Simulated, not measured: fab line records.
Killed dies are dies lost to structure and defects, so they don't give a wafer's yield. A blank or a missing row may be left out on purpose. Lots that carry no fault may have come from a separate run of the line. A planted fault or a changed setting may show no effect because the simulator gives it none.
Split-lot experiment    flow berkeley-cmos170    on a route of 331 steps: 5 lots, 23 wafers read

== THE SPLIT ==
At UCB170_ZERO_COAT_01 (resist thk 900 nm), the setting spin-rpm was moved away from the recipe's 1500 rpm on 5 of the 23 wafers read, by -3.4% to +3.9%. This setting was run at the recipe's value on the other wafers.

Reading taken at the split's own step.

== THE READING ==
KrF_of_ZERO_COAT_01.thk-nm (the simulator's own value, which no gauge read), in nm, at UCB170_ZERO_COAT_01 (resist thk 900 nm). There is no usual value for it anywhere in the file. Average 899.7 nm, standard deviation 2.2 nm, over the 18 wafers here run with the recipe.

wafer   tool, chamber at the split  spin-rpm as run, rpm  against the recipe  KrF_of_ZERO_COAT_01.thk-nm, nm  against lot-mates on the recipe
L076.3  litho-track-03, 0           1500                  recipe              897.4                           -
L076.4  litho-track-03, 0           1500                  recipe              899.8                           -
L076.6  litho-track-03, 0           1500                  recipe              900.2                           -
L078.1  litho-track-01, 0           1500                  recipe              899.8                           -
L078.2  litho-track-01, 0           1500                  recipe              903.8                           -
L078.4  litho-track-01, 0           1500                  recipe              901.6                           -
L078.5  litho-track-01, 0           1500                  recipe              900.4                           -
L078.6  litho-track-01, 0           1500                  recipe              902.1                           -
L079.1  litho-track-03, 0           1500                  recipe              903                             -
L079.2  litho-track-03, 0           1558                  +3.9%               885.1                           -16.9
L079.3  litho-track-03, 0           1558                  +3.9%               884.1                           -17.9
L079.5  litho-track-03, 0           1500                  recipe              900.1                           -
L079.6  litho-track-03, 0           1500                  recipe              902.8                           -
L080.1  litho-track-02, 0           1500                  recipe              898.3                           -
L080.2  litho-track-02, 0           1449                  -3.4%               915.4                           +17.9
L080.3  litho-track-02, 0           1500                  recipe              896.7                           -
L080.5  litho-track-02, 0           1449                  -3.4%               913.7                           +16.2
L080.6  litho-track-02, 0           1449                  -3.4%               914.3                           +16.8
L083.2  litho-track-02, 0           1500                  recipe              897.8                           -
L083.3  litho-track-02, 0           1500                  recipe              896.6                           -
L083.4  litho-track-02, 0           1500                  recipe              899.1                           -
L083.5  litho-track-02, 0           1500                  recipe              897.9                           -
L083.6  litho-track-02, 0           1500                  recipe              897.1                           -

FIT RESULTS
A straight line over all 23 wafers: KrF_of_ZERO_COAT_01.thk-nm changes by -4.13 nm for each +1% of spin-rpm; r = -0.96; the points scatter about the line by 2.1 nm.
The same after taking each lot's own level away (the mean of its wafers on the recipe; 23 wafers): -4.75 nm for each +1%; r = -0.99; scatter 1.2 nm.
Per that fit: largest spin-rpm move, reading shift of 18 nm.
The span of the lots' own levels, 897.50 to 901.97 nm, comes to 2.0 times the standard deviation stated above.
In other words, the slope is changed by the lot-to-lot level; the two fits disagree.
Check: with one of the wafers moved furthest among these (+3.9%) left out of the fit, the line predicts -18.7 nm for it against its lot-mates. Against them it came out at -16.9 nm.

== THE WHOLE CHAIN: every reading that the file lists as answering this split, in the file's order ==
step                  what it does       reading                                                                      change (the file's fit)               r (the file's)
UCB170_ZERO_COAT_01   resist thk 900 nm  KrF_of_ZERO_COAT_01.thk-nm (the simulator's own value, which no gauge read)  -4.72 nm for each +1% of the setting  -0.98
UCB170_ZERO_STRIP_07  strips in O2       strip-time-to-endpoint-s                                                     withheld for each +1% of the setting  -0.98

== THE FILE'S OWN FIT ==
KrF_of_ZERO_COAT_01.thk-nm changes by -4.72 nm for each +1% of spin-rpm, r = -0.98.
